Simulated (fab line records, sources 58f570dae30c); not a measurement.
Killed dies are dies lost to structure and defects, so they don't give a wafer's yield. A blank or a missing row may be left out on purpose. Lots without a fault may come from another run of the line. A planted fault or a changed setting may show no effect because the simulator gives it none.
Which tool did it? | flow berkeley_cmos170 | 14 lots, 42 wafers sampled, at 1 step of a route of 331

WHAT THE GAUGES READ, wafer by wafer
The record holds no reading of a measuring or inspecting step that can be judged against a usual standard deviation.

WHICH TOOL RAN EACH LOT (tool, then ch and the chambers of the sampled wafers, then the start)
lot  | UCB170_M2_ETCH_17
L487 | rie_diel-03 ch 2,3, day 7 18:40
L489 | rie_diel-01 ch 0,2,3, day 8 06:29
L491 | rie_diel-02 ch 0,1,3, day 8 10:53
L490 | rie_diel-03 ch 0,2, day 8 11:08
L493 | rie_diel-01 ch 0,1,2, day 9 00:26
L495 | rie_diel-02 ch 1,2,3, day 9 01:41
L496 | rie_diel-02 ch 0,2, day 9 18:23
L497 | rie_diel-03 ch 0,3, day 9 18:28
L500 | rie_diel-01 ch 1, day 10 07:08
L498 | rie_diel-03 ch 0,2,3, day 10 07:25
L499 | rie_diel-02 ch 0,1, day 10 08:08
L501 | rie_diel-01 ch 2, day 11 02:21
L503 | rie_diel-01 ch 0,3, day 11 17:32
L508 | rie_diel-03 ch 0,1,3, day 12 09:40
- UCB170_M2_ETCH_17: etches BARC in N2/H2.

WHAT THE TOOLS THEMSELVES READ (means of the sampled wafers that have a number; where no wafer has one, the mark that the record gives instead)
UCB170_M2_ETCH_17. Usual: drypump_motor_current_A 5.4 A, standard deviation 0.42; oes_product_au 0.997 a.u., standard deviation 0.022; throttle_valve_pct 13.31 %, standard deviation 0.17.
lot  | tool        | drypump_motor_current_A (A) | oes_product_au (a.u.) | throttle_valve_pct (%) | flag
L487 | rie_diel-03 | 5.4                         | 1.026                 | 13.50                  |
L489 | rie_diel-01 | 5.6                         | 1.006                 | 13.26                  |
L491 | rie_diel-02 | 5.5                         | 0.971                 | 13.43                  |
L490 | rie_diel-03 | 5.4                         | 0.979                 | 13.32                  |
L493 | rie_diel-01 | 5.5                         | 0.992                 | 13.17                  |
L495 | rie_diel-02 | 5.6                         | 0.998                 | 13.35                  |
L496 | rie_diel-02 | 5.3                         | 0.996                 | 13.39                  |
L497 | rie_diel-03 | 5.5                         | 0.991                 | 13.32                  |
L500 | rie_diel-01 | 4.9                         | 0.989                 | 13.20                  |
L498 | rie_diel-03 | 5.4                         | 1.007                 | 13.40                  |
L499 | rie_diel-02 | 5.0                         | 0.969                 | 13.48                  |
L501 | rie_diel-01 | 5.9                         | 0.775                 | 13.03                  | OFF
L503 | rie_diel-01 | 5.4                         | 0.767                 | 13.38                  | OFF
L508 | rie_diel-03 | 5.3                         | 1.003                 | 13.24                  |

THE ANSWER, worked out from the rows above alone
Rule: a lot is off if the mean of its wafers that have a number lies more than 3 standard deviations from the usual mean. A lot without any number at a reading at which 4 lots or more have one is off too. The other lots that the step has rows for count as sound. The gauges are gone through in route order, then the tools' own readings, and for those a lot's mean is taken as printed above. The first step at which some lot is off is used, and at that step the reading that is off furthest; a lot without a number counts as furthest.
Off: L501, L503, at UCB170_M2_ETCH_17 (oes_product_au).
A tool fits if, at that step or a process step before it, it ran every lot that is off, and no sound lot after the first of them. One fits: rie_diel-01 at UCB170_M2_ETCH_17. Its last sound lot is L500 (day 10 07:08), its first lot that is off L501 (day 11 02:21): a fault that began between those two fits.
The tool's own readings at UCB170_M2_ETCH_17 bear it out: on the lots that are off they differ by more than 5 times the standard deviation of the sound lots' means. oes_product_au reads 0.771 a.u. there against 0.994 a.u. on the sound lots.

WHAT THE SIMULATOR HAD PUT IN
Process parameter drift: rie_diel-01, from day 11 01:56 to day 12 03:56, at UCB170_M2_ETCH_17. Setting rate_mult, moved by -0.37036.
Lots struck among those shown: L501, L503. The rule above found the same.
